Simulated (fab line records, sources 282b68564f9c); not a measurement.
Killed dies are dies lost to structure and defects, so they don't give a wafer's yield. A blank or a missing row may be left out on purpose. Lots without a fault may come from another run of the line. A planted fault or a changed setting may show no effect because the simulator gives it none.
fab line records | flow rit_cmos
record lots=6 wafers=18 last_day=7
route steps=202 shown NWELL@35 PWELL@39 WELLDRIVE@50 NRETRO@53 M1@202
lots that met no fault: from a run of the same line without faults
start_h: hours from the record's first day to the start of the lot's first wafer shown | wait_h: hours since the lot's step before | " the same as in the row above | L1.1+2: a row that stands for several wafers | - no value, or no start given | * or withheld: withheld | < > ~ a bound
route shown NAME@n: a module of which the file shows steps, and the number in the route of the first | usual: mean/standard deviation of fault-free wafers | same: alike in all rows | chamber/n: place in a boat | sites: the reading at each site | _std_site: their standard deviation | _edge_site: outer sites' mean less inner sites' | radius_mm: how far each site lies from the wafer's centre | mask NAME#n: copy n | behind: the tool/chamber that last shaped the wafer | hold: why the lot was held/for how many hours/how that ended | device: the transistor (n, p or np) that didn't switch | end of line: the same wafers' tests at the end of the route | a step without rows: its recipe alone | killed: dies lost to structure and defects at the first sort, not the wafer's yield | map: a wafer's dies, x killed, . not, _ none there
set.NAME: the setting as run; set.NAME@STEP: as run at that earlier step | model.NAME: the simulator's own value behind a step, which no gauge read
lots at some steps of the route; a table a step, a row a wafer
services: from which hour (start_h, from the record's first day; less than 0 if before it) a tool's chamber was out of use, for how many hours, and why
## steps
# step RIT_NWELL_HARDBAKE_07
# recipe resist=NOVOLAK temp_c=140 time_s=120
# step RIT_NWELL_IMPLANT_08
# recipe species=P energy_kev=170 dose_cm2=5e+13 tilt_deg=7
# step RIT_NWELL_STRIP_09
# recipe chemistry=O2 time_s=180 resist=NOVOLAK platen_temp_c=withheld power_w=500 pressure_mtorr=4000 o2_flow_sccm=4000
# usual drypump_motor_current_A=5.7/0.31
# columns lot.wafer tool chamber start_h wait_h drypump_motor_current_A rf_hours_counter_h
L201.1 plasma_asher-02 1 27.43 0.1 5.9 38
L201.4 " 1 " " 5.9 -
L201.5 " 1 " " 5.9 -
L205.1 plasma_asher-01 1 48.87 0.1 5.6 40
L205.3 " 1 " " 5.7 -
L205.4 " 0 " " 6.1 -
L207.1 plasma_asher-01 0 56.84 0.1 6.1 41
L207.2 " 1 " " 5.6 41
L207.4 " 1 " " 5.6 -
L208.1 plasma_asher-01 1 66.96 0.1 5.6 42
L208.5 " 1 " " 5.6 -
L208.6 " 0 " " 6.1 -
L209.3 plasma_asher-04 1 71.21 0.1 5.5 -
L209.4 " 0 " " 5.0 -
L209.6 " 1 " " 5.5 -
L220.4 plasma_asher-02 0 122.45 0.1 5.7 -
L220.5 " 0 " " 5.7 -
L220.6 " 1 " " 5.9 -
# step RIT_NWELL_TW_MEAS_10
# usual NWELL_TW=2128/25
# columns lot.wafer tool chamber start_h wait_h NWELL_TW
L201.1 film_metro-02 - 27.61 0.1 2132
L201.4 " - " " 2142
L201.5 " - " " 2157
L205.1 film_metro-02 - 49.04 0.1 2162
L205.3 " - " " 2162
L205.4 " - " " 2149
L207.1 film_metro-04 - 57.22 0.3 2156
L207.2 " - " " 2146
L207.4 " - " " 2156
L208.1 film_metro-01 - 67.14 0.1 2098
L208.5 " - " " 2101
L208.6 " - " " 2074
L209.3 film_metro-04 - 71.35 0.1 2156
L209.4 " - " " 2155
L209.6 " - " " 2150
L220.4 film_metro-02 - 122.59 0.1 2134
L220.5 " - " " 2133
L220.6 " - " " 2137
# step RIT_PWELL_HMDS_00
# recipe prime_time_s=60 prime_temp_c=140
# step RIT_PWELL_COAT_01
# recipe resist=NOVOLAK spin_rpm=2000 resist_thk_nm=1300
# step RIT_PWELL_SOFTBAKE_02
# recipe resist=NOVOLAK temp_c=90 time_s=60
# step RIT_PWELL_EXPOSE_03
# recipe mask_id=M3 na=0.57 target_cd_nm=43700 dose_mj=250
# step RIT_PWELL_PEB_04
# recipe resist=NOVOLAK temp_c=withheld time_s=withheld
# step RIT_PWELL_DEVELOP_05
# recipe resist=NOVOLAK develop_time_s=68 dev_temp_c=23
# step RIT_PWELL_OVL_MEAS_06
# usual PWELL_OVL=-0.3/1
# columns lot.wafer tool chamber start_h wait_h PWELL_OVL[nm]
L201.1 overlay-02 - 28.55 - 0.0
L201.4 " - " " 0.1
L201.5 " - " " 2.0
L205.1 overlay-02 - 49.98 - 1.1
L205.3 " - " " 0.1
L205.4 " - " " 0.9
L207.1 overlay-01 - 58.41 - -1.3
L207.2 " - " " -0.6
L207.4 " - " " 1.1
L208.1 overlay-01 - 68.20 - -0.5
L208.5 " - " " -0.1
L208.6 " - " " -0.5
L209.3 overlay-01 - 72.28 - 0.5
L209.4 " - " " 0.6
L209.6 " - " " 1.5
L220.4 overlay-02 - 123.52 - 1.0
L220.5 " - " " 1.2
L220.6 " - " " 0.9
# step RIT_PWELL_HARDBAKE_07
# recipe resist=NOVOLAK temp_c=140 time_s=120
# step RIT_PWELL_IMPLANT_08
# recipe species=B energy_kev=171.1 dose_cm2=7e+13 tilt_deg=7
# usual dose_ions_cm2=7e+13/6.7e+10 faraday_current_uA=222/4.5
# columns lot.wafer tool chamber start_h wait_h dose_ions_cm2 faraday_current_uA
L201.1 implanter-02 0 28.83 0.2 6.989e+13 228
L201.4 " 0 " " 6.994e+13 223
L201.5 " 0 " " 7.016e+13 217
L205.1 implanter-04 0 50.27 0.2 7.009e+13 228
L205.3 " 0 " " 7.002e+13 220
L205.4 " 0 " " 7.002e+13 226
L207.1 implanter-04 0 58.69 0.2 9.935e+13 313
L207.2 " 0 " " 9.951e+13 309
L207.4 " 0 " " 9.939e+13 328
L208.1 implanter-04 0 68.49 0.2 9.931e+13 307
L208.5 " 0 " " 9.941e+13 308
L208.6 " 0 " " 9.932e+13 309
L209.3 implanter-02 0 72.61 0.2 7e+13 225
L209.4 " 0 " " 7.002e+13 220
L209.6 " 0 " " 6.991e+13 222
L220.4 implanter-03 0 123.86 0.2 7.003e+13 227
L220.5 " 0 " " 6.998e+13 217
L220.6 " 0 " " 7.001e+13 218
# step RIT_PWELL_STRIP_09
# recipe chemistry=O2 time_s=180 resist=NOVOLAK platen_temp_c=withheld power_w=500 pressure_mtorr=4000 o2_flow_sccm=4000
# usual drypump_motor_current_A=5.7/0.31
# columns lot.wafer tool chamber start_h wait_h drypump_motor_current_A rf_hours_counter_h
L201.1 plasma_asher-04 0 28.98 0.1 5.0 23
L201.4 " 1 " " 5.5 -
L201.5 " 0 " " 5.0 -
L205.1 plasma_asher-03 0 50.42 0.1 5.7 40
L205.3 " 1 " " 6.0 -
L205.4 " 0 " " 5.7 -
L207.1 plasma_asher-02 0 58.84 0.1 5.7 42
L207.2 " 1 " " 5.9 42
L207.4 " 1 " " 5.9 -
L208.1 plasma_asher-04 1 68.64 0.1 5.6 27
L208.5 " 0 " " 5.0 -
L208.6 " 1 " " 5.5 -
L209.3 plasma_asher-04 0 72.77 0.1 5.0 -
L209.4 " 1 " " 5.6 -
L209.6 " 1 " " 5.6 -
L220.4 plasma_asher-02 1 124.00 0.1 5.9 -
L220.5 " 0 " " 5.7 -
L220.6 " 1 " " 5.9 -
# step RIT_PWELL_TW_MEAS_10
# usual PWELL_TW=946/12
# columns lot.wafer tool chamber start_h wait_h PWELL_TW
L201.1 film_metro-01 - 29.16 0.1 930
L201.4 " - " " 926
L201.5 " - " " 930
L205.1 film_metro-04 - 50.59 0.1 953
L205.3 " - " " 952
L205.4 " - " " 956
L207.1 film_metro-04 - 59.02 0.1 1070
L207.2 " - " " 1074
L207.4 " - " " 1071
L208.1 film_metro-02 - 68.81 0.1 1073
L208.5 " - " " 1072
L208.6 " - " " 1070
L209.3 film_metro-01 - 72.90 0.1 929
L209.4 " - " " 930
L209.6 " - " " 930
L220.4 film_metro-02 - 124.14 0.1 954
L220.5 " - " " 945
L220.6 " - " " 953
# step RIT_WELLDRIVE_ANNEAL_00
# recipe temp_c=1100 time_s=14700 ambient=N2
# step RIT_WELLDRIVE_RS_MEAS_01
# recipe thk_meas_gauge=four-point-probe
# usual NWELL_RS=275.5/0.7
# columns lot.wafer tool chamber start_h wait_h NWELL_RS[ohm/sq]
L201.1 film_metro-01 - 35.25 0.0 274.7
L201.4 " - " " 274.9
L201.5 " - " " 275.5
L205.1 film_metro-04 - 56.98 0.0 275.4
L205.3 " - " " 275.3
L205.4 " - " " 275.5
L207.1 film_metro-02 - 65.95 0.0 274.6
L207.2 " - " " 275.1
L207.4 " - " " 275.8
L208.1 film_metro-02 - 73.99 0.0 274.6
L208.5 " - " " 274.6
L208.6 " - " " 275.5
L209.3 film_metro-01 - 79.68 0.0 275.5
L209.4 " - " " 274.3
L209.6 " - " " 275.7
L220.4 film_metro-01 - 130.99 0.1 275.2
L220.5 " - " " 276.3
L220.6 " - " " 275.4
# step RIT_WELLDRIVE_RS_MEAS_02
# recipe thk_meas_gauge=four-point-probe
# usual PWELL_RS=429.3/1.2
# columns lot.wafer tool chamber start_h wait_h PWELL_RS[ohm/sq]
L201.1 film_metro-01 - 35.37 0.1 431.2
L201.4 " - " " 430.5
L201.5 " - " " 428.8
L205.1 film_metro-04 - 57.10 0.1 428.3
L205.3 " - " " 429.1
L205.4 " - " " 428.6
L207.1 film_metro-02 - 66.07 0.1 344.3
L207.2 " - " " 345.5
L207.4 " - " " 345.1
L208.1 film_metro-02 - 74.11 0.1 344.3
L208.5 " - " " 344.1
L208.6 " - " " 343.8
L209.3 film_metro-01 - 79.80 0.1 430.4
L209.4 " - " " 430.2
L209.6 " - " " 430.7
L220.4 film_metro-01 - 131.11 0.1 427.8
L220.5 " - " " 428.5
L220.6 " - " " 428.2
# step RIT_NRETRO_HMDS_00
# recipe prime_time_s=60 prime_temp_c=140
# step RIT_M1_PROBE_99
# usual killed_at_contacts=0.1/0.31 killed_at_front_end=8/3.1 killed_dies=8/3.2 killed_open=3.9/2.2 killed_short=3.8/2.1
# same gross_dies=264 killed_at_M0_to_M3=0 killed_at_M4_up=0 killed_at_back_side=0 killed_at_other=0
# columns lot.wafer tool chamber start_h wait_h killed_at_contacts killed_at_front_end killed_dies killed_open killed_short model.etest.nmos_0p3.r_on_ohm_um model.etest.nmos_0p15.r_on_ohm_um model.etest.pwell_pinched.rs_ohm_sq model.etest.pwell.rs_ohm_sq model.etest.nmos_turned.drive_ua_um model.etest.nmos_0p15.drive_ua_um model.etest.nmos_narrow.drive_ua_um model.etest.nmos_0p3.drive_ua_um
L201.1 prober-01 - 66.49 0.1 0 3 3 2 1 2188 1158 468.5 424.3 325.2 467 216.9 227.2
L201.4 prober-01 - 66.64 0.2 0 2 2 1 1 2147 1112 463.7 424.4 324.7 479.6 220.6 228.5
L201.5 prober-01 - 66.69 0.2 0 9 9 4 5 2167 1148 461.5 418.6 314.5 469.6 225.6 230.5
L205.1 prober-02 - 89.03 0.1 1 4 5 1 4 2220 1175 464.5 412.6 302 455.8 219.9 217.5
L205.3 prober-02 - 89.13 0.2 0 8 8 4 4 2185 1096 448 414.9 299.4 463.1 215.4 215.1
L205.4 prober-02 - 89.18 0.2 0 4 4 3 1 2246 1176 455.9 410.8 300.6 456.5 216.5 217.3
L207.1 prober-01 - 99.05 0.1 0 6 6 3 3 2609 1349 366.4 333.6 214.9 363.8 166.5 168.7
L207.2 prober-01 - 99.10 0.1 0 5 5 4 1 2592 1320 363.7 334 224.8 372.6 168.9 169.8
L207.4 prober-01 - 99.20 0.2 0 8 8 2 6 2622 1374 371.4 335.6 222.5 365.6 169.3 169.3
L208.1 prober-02 - 108.59 0.1 0 12 12 6 6 2439 1269 359.4 327.5 222.9 396.1 184.8 184.2
L208.5 prober-02 - 108.79 0.2 0 7 7 3 4 2461 1283 367.6 333.2 231.8 382.7 182.7 180.3
L208.6 prober-02 - 108.84 0.2 0 8 8 4 4 2434 1258 361.6 329.6 244.3 403.2 192.1 186.8
L209.3 prober-01 - 110.74 0.2 0 5 5 4 1 2112 1146 453.9 412.5 337 469.7 238.9 235.5
L209.4 prober-01 - 110.79 0.2 0 13 13 9 4 2128 1137 455.3 408.9 340.6 472.5 239.7 235.2
L209.6 prober-01 - 110.89 0.2 2 8 10 6 4 2152 1133 457 416.9 334.5 482.1 239 233.4
L220.4 prober-02 - 162.47 0.2 0 2 2 1 1 2271 1235 466.6 414.9 286.2 437.2 223.7 220.5
L220.5 prober-02 - 162.52 0.2 0 4 4 0 4 2169 1141 446.1 412.1 290.9 446.1 221.6 220.2
L220.6 prober-02 - 162.57 0.2 0 5 5 3 2 2235 1214 457.2 415.5 279.5 440 221.2 217.7
# killed by level:class
L201.1 FOX1:geometric_particle:short=1 REOX:geometric_particle:open=1 SILICIDE:geometric_particle:open=1
L201.4 GATE:geometric_particle:open=1 GATE:geometric_particle:short=1
L201.5 GATE:geometric_particle:open=3 SILICIDE:geometric_particle:short=3 FOX1:geometric_particle:short=1 GATE:geometric_particle:short=1 SILICIDE:geometric_particle:open=1
L205.1 REOX:geometric_particle:short=2 FOX1:geometric_particle:open=1 GATE:geometric_particle:short=1 CONTACT:geometric_particle:short=1
L205.3 FOX2:geometric_particle:short=2 GATE:geometric_particle:open=2 FOX1:geometric_particle:open=1 GATE:geometric_particle:short=1 SPACER:geometric_particle:short=1 SPACER:geometric_particle:open=1
L205.4 SPACER:geometric_particle:open=2 FOX1:geometric_particle:open=1 SPACER:geometric_particle:short=1
L207.1 FOX2:geometric_particle:short=1 GATE:geometric_particle:short=1 GATE:geometric_particle:open=1 SPACER:geometric_particle:open=1 SILICIDE:geometric_particle:open=1 SILICIDE:geometric_particle:short=1
L207.2 GATE:geometric_particle:open=2 REOX:geometric_particle:open=1 SPACER:geometric_particle:open=1 SILICIDE:geometric_particle:short=1
L207.4 REOX:geometric_particle:short=2 SPACER:geometric_particle:short=2 FOX1:geometric_particle:open=1 FOX2:geometric_particle:short=1 GATE:geometric_particle:short=1 SPACER:geometric_particle:open=1
L208.1 GATE:geometric_particle:open=4 GATE:geometric_particle:short=2 SPACER:geometric_particle:short=2 FOX1:geometric_particle:short=1 REOX:geometric_particle:open=1 REOX:geometric_particle:short=1 SILICIDE:geometric_particle:open=1
L208.5 SILICIDE:geometric_particle:open=2 SILICIDE:geometric_particle:short=2 FOX2:geometric_particle:open=1 GATE:geometric_particle:short=1 SPACER:geometric_particle:short=1
L208.6 FOX1:geometric_particle:short=2 FOX2:geometric_particle:open=2 FOX2:geometric_particle:short=1 REOX:geometric_particle:open=1 SILICIDE:geometric_particle:open=1 SILICIDE:geometric_particle:short=1
L209.3 GATE:geometric_particle:open=3 FOX2:geometric_particle:open=1 GATE:geometric_particle:short=1
L209.4 GATE:geometric_particle:open=4 FOX1:geometric_particle:open=2 SPACER:geometric_particle:short=2 SILICIDE:geometric_particle:open=2 FOX2:geometric_particle:open=1 GATE:geometric_particle:short=1 SILICIDE:geometric_particle:short=1
L209.6 GATE:geometric_particle:open=4 FOX1:geometric_particle:short=1 GATE:geometric_particle:short=1 SPACER:geometric_particle:open=1 SILICIDE:geometric_particle:short=1 CONTACT:geometric_particle:open=1 CONTACT:geometric_particle:short=1
L220.4 SPACER:geometric_particle:open=1 SILICIDE:geometric_particle:short=1
L220.5 FOX1:geometric_particle:short=2 GATE:geometric_particle:short=1 REOX:geometric_particle:short=1
L220.6 GATE:geometric_particle:open=2 FOX1:geometric_particle:open=1 GATE:geometric_particle:short=1 REOX:geometric_particle:short=1
## services
# columns tool chamber start_h hours kind
implanter-04 - 35.09 3.4 repair
plasma_asher-01 - 55.06 1.2 repair
implanter-03 - 57.50 1.7 repair
implanter-04 - 64.76 1.3 repair
implanter-03 - 65.47 4.7 pm
implanter-04 - 69.34 5.4 repair
implanter-03 - 70.16 3.2 pm
plasma_asher-02 - 72.75 2.8 pm
implanter-03 - 84.58 10.2 repair
implanter-04 - 94.46 5.6 pm
plasma_asher-01 - 108.90 9.0 pm
plasma_asher-01 0 108.90 9.0 vent_cycle
plasma_asher-01 1 108.90 9.0 vent_cycle
plasma_asher-01 0 117.90 - clean
plasma_asher-01 1 117.90 - clean
implanter-02 - 121.27 6.1 repair
implanter-04 - 123.43 2.4 repair
## key
first_sign step=RIT_PWELL_IMPLANT_08 reading=dose_ions_cm2 direction=up sigmas=99+ usual=7e+13 struck=9.938e+13
effect step=RIT_PWELL_IMPLANT_08 reading=faraday_current_uA direction=up sigmas=20 usual=222 struck=312
effect step=RIT_PWELL_TW_MEAS_10 reading=PWELL_TW direction=up sigmas=11 usual=946 struck=1072
effect step=RIT_WELLDRIVE_RS_MEAS_02 reading=PWELL_RS direction=down sigmas=73 usual=429.3 struck=344.5
model_effect step=RIT_M1_PROBE_99 value=etest.nmos_0p3.r_on_ohm_um without=2211 struck=2526
met_at RIT_PWELL_IMPLANT_08
struck_wafers L207.1,L207.2,L207.4,L208.1,L208.5,L208.6
tester_left_out L207,L208
onset_between 50.27 58.69
fault kind=process_parameter_drift tool=implanter-04 chamber=- onset_h=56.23 steps=RIT_PWELL_IMPLANT_08 channel=dose_cm2 offset=2.94e+13 shape=step end_h=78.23 acts_in=these_recipes_only stated=7e+13
# tester_left_out: of these lots the tester's yield and bins aren't shown, on N5 and GAA mostly nor the transistor test; their killed dies are dies lost to structure and defects alone, not to doping, threshold or leakage, so they don't give the yield
